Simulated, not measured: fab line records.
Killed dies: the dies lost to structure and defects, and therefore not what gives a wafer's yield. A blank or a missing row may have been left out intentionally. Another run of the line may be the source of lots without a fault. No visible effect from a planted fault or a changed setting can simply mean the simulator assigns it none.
Split-lot study || flow rit_cmos || 5 lots, 23 wafers read, on a route of 202 steps

== THE SPLIT ==
At RIT_GATE_CVD_08 (deposits poly-Si from SiH4, target thk 250 nm, time 2220 s), the setting time_s was moved away from the recipe's 2220 s on 15 of the 23 wafers read, by -14.4% to +14.7%. The other wafers ran this setting at the recipe's value.

== FROM THE SPLIT TO THE READING: what the file shows between them, 4 steps ==
- RIT_GATE_THK_MEAS_09
- RIT_GATE_DEVELOP_15: develop time 50 s (also split here: develop_time_s)
- RIT_GATE_CD_MEAS_16: target cd 150 nm
- RIT_GATE_HARDBAKE_18: time 60 s

== THE READING ==
oes_product_au, in a.u., at RIT_GATE_ETCH_19 (etches poly-Si in SF6/CHF3/O2, stops on SiO2, time 165 s, target depth 312.5 nm). On this fab line, fault-free wafers typically give 0.861 a.u. with a standard deviation of 0.0086 a.u.

{"wafer": "L074.2", "tool, chamber at the split": "-, -", "time_s as run, s": 1900, "against the recipe": "-14.4%", "oes_product_au, a.u.": 0.776, "against lot-mates on the recipe": "no lot-mate on the recipe"}
{"wafer": "L074.3", "tool, chamber at the split": "-, -", "time_s as run, s": 1900, "against the recipe": "-14.4%", "oes_product_au, a.u.": 0.767, "against lot-mates on the recipe": "no lot-mate on the recipe"}
{"wafer": "L074.4", "tool, chamber at the split": "-, -", "time_s as run, s": 1900, "against the recipe": "-14.4%", "oes_product_au, a.u.": 0.771, "against lot-mates on the recipe": "no lot-mate on the recipe"}
{"wafer": "L074.5", "tool, chamber at the split": "-, -", "time_s as run, s": 1900, "against the recipe": "-14.4%", "oes_product_au, a.u.": 0.774, "against lot-mates on the recipe": "no lot-mate on the recipe"}
{"wafer": "L074.6", "tool, chamber at the split": "-, -", "time_s as run, s": 1900, "against the recipe": "-14.4%", "oes_product_au, a.u.": 0.765, "against lot-mates on the recipe": "no lot-mate on the recipe"}
{"wafer": "L075.1", "tool, chamber at the split": "lpcvd-02, 0", "time_s as run, s": 2220, "against the recipe": "recipe", "oes_product_au, a.u.": 0.864, "against lot-mates on the recipe": "-"}
{"wafer": "L075.4", "tool, chamber at the split": "lpcvd-02, 0", "time_s as run, s": 2220, "against the recipe": "recipe", "oes_product_au, a.u.": 0.833, "against lot-mates on the recipe": "-"}
{"wafer": "L075.6", "tool, chamber at the split": "lpcvd-02, 0", "time_s as run, s": 2220, "against the recipe": "recipe", "oes_product_au, a.u.": 0.852, "against lot-mates on the recipe": "-"}
{"wafer": "L076.1", "tool, chamber at the split": "-, -", "time_s as run, s": 2070, "against the recipe": "-6.8%", "oes_product_au, a.u.": 0.832, "against lot-mates on the recipe": "no lot-mate on the recipe"}
{"wafer": "L076.2", "tool, chamber at the split": "-, -", "time_s as run, s": 2070, "against the recipe": "-6.8%", "oes_product_au, a.u.": 0.824, "against lot-mates on the recipe": "no lot-mate on the recipe"}
{"wafer": "L076.3", "tool, chamber at the split": "-, -", "time_s as run, s": 2070, "against the recipe": "-6.8%", "oes_product_au, a.u.": 0.818, "against lot-mates on the recipe": "no lot-mate on the recipe"}
{"wafer": "L076.4", "tool, chamber at the split": "-, -", "time_s as run, s": 2070, "against the recipe": "-6.8%", "oes_product_au, a.u.": 0.814, "against lot-mates on the recipe": "no lot-mate on the recipe"}
{"wafer": "L076.5", "tool, chamber at the split": "-, -", "time_s as run, s": 2070, "against the recipe": "-6.8%", "oes_product_au, a.u.": 0.811, "against lot-mates on the recipe": "no lot-mate on the recipe"}
{"wafer": "L081.1", "tool, chamber at the split": "-, -", "time_s as run, s": 2547, "against the recipe": "+14.7%", "oes_product_au, a.u.": 0.949, "against lot-mates on the recipe": "no lot-mate on the recipe"}
{"wafer": "L081.3", "tool, chamber at the split": "-, -", "time_s as run, s": 2547, "against the recipe": "+14.7%", "oes_product_au, a.u.": 0.946, "against lot-mates on the recipe": "no lot-mate on the recipe"}
{"wafer": "L081.4", "tool, chamber at the split": "-, -", "time_s as run, s": 2547, "against the recipe": "+14.7%", "oes_product_au, a.u.": 0.961, "against lot-mates on the recipe": "no lot-mate on the recipe"}
{"wafer": "L081.5", "tool, chamber at the split": "-, -", "time_s as run, s": 2547, "against the recipe": "+14.7%", "oes_product_au, a.u.": 0.950, "against lot-mates on the recipe": "no lot-mate on the recipe"}
{"wafer": "L081.6", "tool, chamber at the split": "-, -", "time_s as run, s": 2547, "against the recipe": "+14.7%", "oes_product_au, a.u.": 0.956, "against lot-mates on the recipe": "no lot-mate on the recipe"}
{"wafer": "L083.1", "tool, chamber at the split": "-, -", "time_s as run, s": 2220, "against the recipe": "recipe", "oes_product_au, a.u.": 0.888, "against lot-mates on the recipe": "-"}
{"wafer": "L083.2", "tool, chamber at the split": "-, -", "time_s as run, s": 2220, "against the recipe": "recipe", "oes_product_au, a.u.": 0.859, "against lot-mates on the recipe": "-"}
{"wafer": "L083.3", "tool, chamber at the split": "-, -", "time_s as run, s": 2220, "against the recipe": "recipe", "oes_product_au, a.u.": 0.862, "against lot-mates on the recipe": "-"}
{"wafer": "L083.4", "tool, chamber at the split": "-, -", "time_s as run, s": 2220, "against the recipe": "recipe", "oes_product_au, a.u.": 0.868, "against lot-mates on the recipe": "-"}
{"wafer": "L083.5", "tool, chamber at the split": "-, -", "time_s as run, s": 2220, "against the recipe": "recipe", "oes_product_au, a.u.": 0.868, "against lot-mates on the recipe": "-"}

THE FIT
A straight line over all 23 wafers: oes_product_au changes by +0.00623 a.u. for each +1% of time_s; r = +0.99; the points scatter about the line by 0.01 a.u.
Too few moved wafers have a lot-mate on the recipe to fit a line with each lot's own level taken away.

== THE WHOLE CHAIN: every reading that the file lists as answering this split, in the file's order ==
{"step": "RIT_GATE_CVD_08", "what it does": "deposits poly-Si from SiH4, target thk 250 nm, time 2220 s", "reading": "poly-Si_of_GATE_CVD_08.thk_nm (the simulator's own value, which no gauge read)", "change (the file's fit)": "+2.51 nm for each +1% of the setting", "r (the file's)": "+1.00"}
{"step": "RIT_GATE_THK_MEAS_09", "what it does": "", "reading": "GATE_POLY_THK", "change (the file's fit)": "+2.51 for each +1% of the setting", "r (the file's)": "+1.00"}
{"step": "RIT_GATE_ETCH_19", "what it does": "etches poly-Si in SF6/CHF3/O2, stops on SiO2, time 165 s, target depth 312.5 nm", "reading": "oes_product_au", "change (the file's fit)": "+0.00623 a.u. for each +1% of the setting", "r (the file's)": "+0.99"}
{"step": "RIT_GATE_ETCH_19", "what it does": "etches poly-Si in SF6/CHF3/O2, stops on SiO2, time 165 s, target depth 312.5 nm", "reading": "etch.depth_nm (the simulator's own value, which no gauge read)", "change (the file's fit)": "+2.51 nm for each +1% of the setting", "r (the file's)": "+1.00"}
{"step": "RIT_GATE_ETCH_19", "what it does": "etches poly-Si in SF6/CHF3/O2, stops on SiO2, time 165 s, target depth 312.5 nm", "reading": "GATE.feature_depth_nm (the simulator's own value, which no gauge read)", "change (the file's fit)": "+2.51 nm for each +1% of the setting", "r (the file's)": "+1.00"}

== FILE'S OWN FIT ==
oes_product_au changes by +0.00623 a.u. for each +1% of time_s, r = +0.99.
